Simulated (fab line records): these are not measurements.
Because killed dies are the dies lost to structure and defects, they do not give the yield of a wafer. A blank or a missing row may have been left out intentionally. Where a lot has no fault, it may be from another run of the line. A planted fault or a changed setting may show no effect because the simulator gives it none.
The tool behind it: which one?    flow rit cmos    14 lots with 42 wafers sampled at 3 steps, on a route of 202 steps

WHAT THE GAUGES SHOWED, per wafer
RIT_GATE_CD_MEAS_16 targets a cd of 150 nm. Usual: 149.9 nm for cd nm, sd 2.2.
lot   measured     on         cd nm (nm)         flag
L314  day 2 11:41  cd sem-02  145.9 147.6 148.3  
L315  day 2 18:03  cd sem-02  144.2 146.9 145.5  
L318  day 3 09:15  cd sem-02  146.6 150.9 148.3  
L319  day 3 13:14  cd sem-01  148.8 149.9 146.4  
L320  day 3 17:59  cd sem-01  150.2 148.0 149.7  
L321  day 3 23:49  cd sem-01  152.4 153.3 153.2  
L322  day 4 05:19  cd sem-01  148.6 149.7 148.4  
L324  day 4 14:41  cd sem-01  150.7 147.2 150.0  
L327  day 5 06:06  cd sem-02  149.9 151.8 150.9  
L331  day 6 01:05  cd sem-02  149.5 148.4 146.8  
L332  day 6 06:48  cd sem-02  154.4 154.4 155.3  
L333  day 6 11:23  cd sem-02  149.0 148.2 149.3  
L335  day 6 21:35  cd sem-01  147.3 148.6 149.7  
L336  day 7 02:38  cd sem-01  150.6 150.3 147.9  

RIT_M1_CD_MEAS_09 targets a cd of 2600 nm. Usual: 2599.6 nm for cd nm, sd 2.
lot   measured     on         cd nm (nm)            flag
L314  day 3 05:36  cd sem-01  2602.9 2602.8 2603.7  
L315  day 3 11:52  cd sem-02  2597.5 2597.2 2598.2  
L318  day 4 02:34  cd sem-01  2602.2 2601.6 2602.8  
L319  day 4 06:34  cd sem-01  2600.1 2597.8 2600.7  
L320  day 4 11:23  cd sem-01  2601.6 2602.9 2602.3  
L321  day 4 17:45  cd sem-02  2601.5 2602.8 2601.8  
L322  day 4 23:13  cd sem-01  2598.5 2599.7 2596.4  
L324  day 5 07:59  cd sem-02  2598.1 2598.3 2597.9  
L327  day 5 23:13  cd sem-02  2598.5 2599.8 2599.0  
L331  day 6 18:57  cd sem-02  2600.4 2598.1 2599.4  
L332  day 7 00:28  cd sem-01  2603.9 2601.2 2602.5  
L333  day 7 05:59  cd sem-02  2598.8 2598.2 2597.4  
L335  day 7 14:54  cd sem-01  2599.3 2598.7 2598.4  
L336  day 7 19:50  cd sem-01  2602.9 2600.4 2600.5  

WHAT TOOL EACH LOT RAN ON (gives the tool, then ch and the chambers of the sampled wafers, and finally the start)
lot   RIT_CONTACT_ETCH_11
L314  rie diel-04 ch 2,3, day 3 03:19
L315  rie diel-01 ch 0,1,3, day 3 09:29
L318  rie diel-03 ch 0,3, day 4 00:19
L319  rie diel-04 ch 1,2,3, day 4 04:20
L320  rie diel-01 ch 2,3, day 4 09:07
L321  rie diel-01 ch 0,1,2, day 4 15:12
L322  rie diel-04 ch 1,2,3, day 4 20:56
L324  rie diel-03 ch 1,2, day 5 05:40
L327  rie diel-01 ch 0,2,3, day 5 21:01
L331  rie diel-01 ch 0,2,3, day 6 16:37
L332  rie diel-04 ch 2,3, day 6 21:53
L333  rie diel-04 ch 1,2, day 7 03:40
L335  rie diel-03 ch 1,2,3, day 7 12:32
L336  rie diel-04 ch 0,2,3, day 7 17:37
- RIT_CONTACT_ETCH_11: etches SiO2 in CHF3/CF4/Ar, stops on TiSi2, target depth 480 nm, time 320 s.

WHAT THE TOOLS THEMSELVES READ (means of the sampled wafers that have a number; where no wafer has one, the mark that the record gives instead)
RIT_CONTACT_ETCH_11. Usual: drypump motor current A 5.9 A, standard deviation 0.45; oes product au 0.985 a.u., standard deviation 0.016; throttle valve pct 8.82 %, standard deviation 0.1.
lot   tool         drypump motor current A (A)  oes product au (a.u.)  throttle valve pct (%)  flag
L314  rie diel-04  6.3                          0.988                  8.77                    
L315  rie diel-01  5.6                          0.993                  8.79                    
L318  rie diel-03  6.1                          0.971                  8.95                    
L319  rie diel-04  6.0                          0.986                  8.77                    
L320  rie diel-01  5.2                          0.973                  8.86                    
L321  rie diel-01  5.7                          1.003                  8.73                    
L322  rie diel-04  6.0                          0.986                  8.77                    
L324  rie diel-03  6.1                          0.981                  8.85                    
L327  rie diel-01  5.5                          0.987                  8.77                    
L331  rie diel-01  5.5                          0.993                  8.77                    
L332  rie diel-04  6.4                          0.987                  8.75                    
L333  rie diel-04  6.2                          0.986                  8.74                    
L335  rie diel-03  6.0                          0.979                  8.92                    
L336  rie diel-04  6.0                          0.994                  8.78                    

THE ANSWER, worked out from the rows above alone
Rule: a lot is off if the mean of its wafers that have a number lies more than 3 standard deviations from the usual mean. Also off: a lot with no number at a reading for which 4 or more lots have one. All remaining lots with rows at the step are treated as sound. The gauges are gone through in route order, then the tools' own readings, and for those a lot's mean is taken as printed above. The first step at which some lot is off is used, and at that step the reading that is off furthest; a lot without a number counts as furthest.
No lot is off on any of the readings shown, so nothing can be concluded from this.

WHAT HAD BEEN PUT IN BY THE SIMULATOR
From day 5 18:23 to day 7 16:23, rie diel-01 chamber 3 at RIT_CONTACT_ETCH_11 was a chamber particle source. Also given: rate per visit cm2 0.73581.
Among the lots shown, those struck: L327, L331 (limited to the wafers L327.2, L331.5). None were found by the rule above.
